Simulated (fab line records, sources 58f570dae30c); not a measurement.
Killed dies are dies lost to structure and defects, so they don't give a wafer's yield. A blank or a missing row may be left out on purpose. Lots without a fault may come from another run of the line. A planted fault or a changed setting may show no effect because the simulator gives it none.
fab line records | flow berkeley_cmos170
record lots=14 wafers=42 last_day=11
route steps=331 shown SPACER@171
lots that met no fault: from a run of the same line without faults
start_h: hours from the record's first day to the start of the lot's first wafer shown | wait_h: hours since the lot's step before | " the same as in the row above | L1.1+2: a row that stands for several wafers | - no value, or no start given | * or withheld: withheld | < > ~ a bound
route shown NAME@n: a module of which the file shows steps, and the number in the route of the first | usual: mean/standard deviation of fault-free wafers | same: alike in all rows | chamber/n: place in a boat | sites: the reading at each site | _std_site: their standard deviation | _edge_site: outer sites' mean less inner sites' | radius_mm: how far each site lies from the wafer's centre | mask NAME#n: copy n | behind: the tool/chamber that last shaped the wafer | hold: why the lot was held/for how many hours/how that ended | device: the transistor (n, p or np) that didn't switch | end of line: the same wafers' tests at the end of the route | a step without rows: its recipe alone | killed: dies lost to structure and defects at the first sort, not the wafer's yield | map: a wafer's dies, x killed, . not, _ none there
set.NAME: the setting as run; set.NAME@STEP: as run at that earlier step | model.NAME: the simulator's own value behind a step, which no gauge read
steps of the route over a sample of lots; a table a step, a row a wafer
services: from which hour (start_h, from the record's first day; less than 0 if before it) a tool's chamber was out of use, for how many hours, and why
## steps
# step UCB170_SPACER_CVD_00
# recipe material=SiO2 target_thk_nm=376 temp_c=390 precursor=TEOS/O2 time_s=47 rf_w=550 pressure_mtorr=9000
# usual heater_power_w=252/50 pressure_mtorr=9001/19
# columns lot.wafer tool chamber start_h wait_h heater_power_w pressure_mtorr
L726.3 pecvd-02 0 120.40 0.0 212 9032
L726.5 " 2 " " 277 8998
L726.6 " 0 " " 221 8967
L728.2 pecvd-04 1 130.67 0.0 209 8980
L728.5 " 2 " " 275 9030
L728.6 " 0 " " 252 9027
L729.1 pecvd-04 0 138.41 0.0 320 8992
L729.3 " 1 " " 203 9006
L729.6 " 1 " " 214 9003
L730.3 pecvd-02 0 143.58 0.0 190 8991
L730.5 " 2 " " 274 9045
L730.6 " 1 " " 311 8963
L732.4 pecvd-02 2 155.80 0.0 284 8975
L732.5 " 1 " " 319 9013
L732.6 " 0 " " 220 8971
L737.2 pecvd-02 1 187.92 0.0 318 8973
L737.3 " 0 " " 197 9001
L737.6 " 0 " " 206 8978
L739.1 pecvd-04 1 196.32 0.0 199 9026
L739.3 " 0 " " 298 9005
L739.4 " 1 " " 202 9012
L741.3 pecvd-01 2 204.08 0.0 184 8991
L741.5 " 2 " " 198 9001
L741.6 " 0 " " 215 9011
L742.2 pecvd-04 2 204.25 0.0 353 9007
L742.4 " 0 " " 294 9031
L742.6 " 2 " " 239 9020
L743.2 pecvd-04 0 211.20 0.0 269 8977
L743.3 " 2 " " 331 8981
L743.4 " 0 " " 274 8984
L744.3 pecvd-01 1 221.14 0.0 218 8987
L744.5 " 2 " " 210 9003
L744.6 " 1 " " 227 8995
L746.1 pecvd-04 0 221.39 0.0 279 8995
L746.5 " 2 " " 314 8984
L746.6 " 0 " " 291 8982
L747.1 pecvd-04 0 235.60 0.0 245 9010
L747.2 " 1 " " 235 9018
L747.4 " 2 " " 282 9005
L749.2 pecvd-02 0 241.22 0.0 176 8976
L749.5 " 1 " " 285 9024
L749.6 " 0 " " 186 8986
# step UCB170_SPACER_THK_MEAS_01
# recipe reads=SiO2_of_SPACER_CVD_00
# usual SPACER_TEOS_THK=375/5.4
# columns lot.wafer tool chamber start_h wait_h SPACER_TEOS_THK[nm]
L726.3 film_metro-02 - 120.47 0.0 372
L726.5 " - " " 377
L726.6 " - " " 379
L728.2 film_metro-01 - 130.73 0.0 377
L728.5 " - " " 381
L728.6 " - " " 386
L729.1 film_metro-01 - 138.45 0.0 372
L729.3 " - " " 369
L729.6 " - " " 376
L730.3 film_metro-04 - 143.64 0.0 376
L730.5 " - " " 374
L730.6 " - " " 374
L732.4 film_metro-01 - 155.85 0.0 376
L732.5 " - " " 402
L732.6 " - " " 379
L737.2 film_metro-02 - 187.98 0.0 395
L737.3 " - " " 380
L737.6 " - " " 382
L739.1 film_metro-02 - 196.36 0.0 382
L739.3 " - " " 374
L739.4 " - " " 380
L741.3 film_metro-02 - 204.14 0.0 373
L741.5 " - " " 381
L741.6 " - " " 381
L742.2 film_metro-04 - 204.30 0.0 372
L742.4 " - " " 378
L742.6 " - " " 379
L743.2 film_metro-04 - 211.25 0.0 372
L743.3 " - " " 371
L743.4 " - " " 378
L744.3 film_metro-01 - 221.21 0.0 374
L744.5 " - " " 375
L744.6 " - " " 379
L746.1 film_metro-02 - 221.43 0.0 376
L746.5 " - " " 383
L746.6 " - " " 381
L747.1 film_metro-04 - 235.64 0.0 379
L747.2 " - " " 379
L747.4 " - " " 380
L749.2 film_metro-04 - 241.28 0.0 368
L749.5 " - " " 364
L749.6 " - " " 371
# step UCB170_SPACER_ETCHBACK_03
# recipe stop_on=Si target=SiO2 chemistry=CHF3/CF4/Ar CHF3_flow_sccm=50 cf4_flow_sccm=10 Ar_flow_sccm=120 pressure_mtorr=200 rf_w=500 target_depth_a=3760 time_s=100
# usual drypump_motor_current_A=5.7/0.48 mfc_ar_sccm=120.0/0.38 oes_product_au=0.904/0.014 throttle_valve_pct=6.41/0.14
# columns lot.wafer tool chamber start_h wait_h drypump_motor_current_A mfc_ar_sccm oes_product_au rf_hours_counter_h throttle_valve_pct
L726.3 rie_diel-01 0 123.98 0.0 5.5 120.1 0.893 63 6.44
L726.5 " 0 " " 5.5 119.6 0.904 - 6.44
L726.6 " 2 " " 6.5 120.4 0.921 - 6.26
L728.2 rie_diel-03 0 134.02 0.0 4.9 120.0 0.902 18 6.37
L728.5 " 3 " " 5.9 119.3 0.906 - 6.57
L728.6 " 0 " " 4.9 120.2 0.914 - 6.39
L729.1 rie_diel-03 3 142.59 0.0 5.9 120.0 0.895 1 6.55
L729.3 " 1 " " 5.6 119.7 0.909 66 6.64
L729.6 " 2 " " 5.9 119.3 0.909 - 6.25
L730.3 rie_diel-01 3 148.17 0.0 5.8 119.7 0.910 54 6.26
L730.5 " 2 " " 6.5 120.7 0.911 - 6.27
L730.6 " 1 " " 5.4 119.5 0.889 - 6.46
L732.4 rie_diel-01 2 160.06 0.0 6.5 119.9 0.922 65 6.26
L732.5 " 1 " " 5.4 119.8 0.937 - 6.47
L732.6 " 0 " " 5.5 119.7 0.909 - 6.44
L737.2 rie_diel-03 1 189.75 0.0 5.6 119.8 0.961 68 6.63
L737.3 " 3 " " 5.9 120.0 0.908 3 6.57
L737.6 " 0 " " 4.9 119.7 0.917 - 6.38
L739.1 rie_diel-03 1 200.01 0.0 5.7 120.8 0.939 68 6.65
L739.3 " 0 " " 4.9 120.7 0.904 20 6.38
L739.4 " 2 " " 5.9 119.9 0.917 98 6.27
L741.3 rie_diel-03 3 207.68 0.0 5.8 120.7 0.898 4 6.55
L741.5 " 0 " " 4.9 120.1 0.911 - 6.38
L741.6 " 1 " " 5.7 120.2 0.930 - 6.64
L742.2 rie_diel-02 2 207.68 0.0 6.7 119.5 0.889 24 6.41
L742.4 " 1 " " 5.3 120.1 0.906 8 6.25
L742.6 " 2 " " 6.7 119.8 0.904 - 6.44
L743.2 rie_diel-01 0 214.58 0.0 5.5 119.6 0.897 67 6.42
L743.3 " 3 " " 5.8 119.6 0.896 56 6.26
L743.4 " 1 " " 5.4 119.2 0.899 4 6.48
L744.3 rie_diel-03 3 226.77 0.0 5.9 119.9 0.902 5 6.58
L744.5 " 1 " " 5.6 119.9 0.923 - 6.62
L744.6 " 2 " " 5.9 120.5 0.917 - 6.26
L746.1 rie_diel-01 1 226.77 0.0 5.4 120.7 0.898 5 6.45
L746.5 " 2 " " 6.5 119.8 0.924 - 6.29
L746.6 " 1 " " 5.4 120.5 0.908 - 6.47
L747.1 rie_diel-02 3 238.36 0.0 5.5 120.2 0.922 112 6.33
L747.2 " 1 " " 5.3 120.0 0.902 9 6.26
L747.4 " 2 " " 6.7 119.5 0.898 25 6.43
L749.2 rie_diel-03 1 243.91 0.0 5.6 119.9 0.907 70 6.66
L749.5 " 2 " " 5.9 119.7 0.878 - 6.25
L749.6 " 1 " " 5.6 120.2 0.916 - 6.66
## services
# columns tool chamber start_h hours kind
rie_diel-01 1 103.74 - clean
rie_diel-01 1 103.74 23.4 scheduled_down
rie_diel-01 1 103.74 23.4 vent_cycle
pecvd-01 2 111.05 3.6 repair
pecvd-01 1 113.01 3.3 repair
rie_diel-01 - 115.14 0.5 repair
pecvd-02 - 115.64 0.4 repair
pecvd-01 - 135.50 14.0 pm
pecvd-01 0 135.50 14.0 vent_cycle
pecvd-01 1 135.50 14.0 vent_cycle
pecvd-01 2 135.50 14.0 vent_cycle
pecvd-02 - 138.98 1.6 repair
pecvd-01 0 149.50 - clean
pecvd-01 1 149.50 - clean
rie_diel-02 0 151.23 7.4 repair
rie_diel-02 3 175.74 15.9 repair
pecvd-01 2 209.12 1.7 repair
rie_diel-01 3 224.27 3.8 repair
pecvd-01 1 225.43 7.4 repair
rie_diel-03 2 232.62 4.2 repair
pecvd-02 - 242.50 14.0 pm
pecvd-02 0 242.50 14.0 vent_cycle
pecvd-02 1 242.50 14.0 vent_cycle
pecvd-02 2 242.50 14.0 vent_cycle
## key
first_sign step=UCB170_SPACER_THK_MEAS_01 reading=SPACER_TEOS_THK direction=up sigmas=4.4 usual=375 struck=399
effect step=UCB170_SPACER_ETCHBACK_03 reading=oes_product_au direction=up sigmas=3.2 usual=0.904 struck=0.949
met_at UCB170_SPACER_CVD_00
struck_lots L732,L737
struck_wafers L732.5,L737.2
sort_left_out L732.5
tester_left_out L732,L737
onset_between 143.58 155.80
fault kind=process_parameter_drift tool=pecvd-02 chamber=1 onset_h=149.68 steps=UCB170_SPACER_CVD_00 channel=target_thk_nm offset=29.238 shape=step end_h=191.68 acts_in=these_recipes_only stated=376
# tester_left_out: of these lots the tester's yield and bins aren't shown, on N5 and GAA mostly nor the transistor test; their killed dies are dies lost to structure and defects alone, not to doping, threshold or leakage, so they don't give the yield
# sort_left_out: the simulated sort isn't trusted on such a fault, so these wafers' sort isn't shown, and their yield isn't known
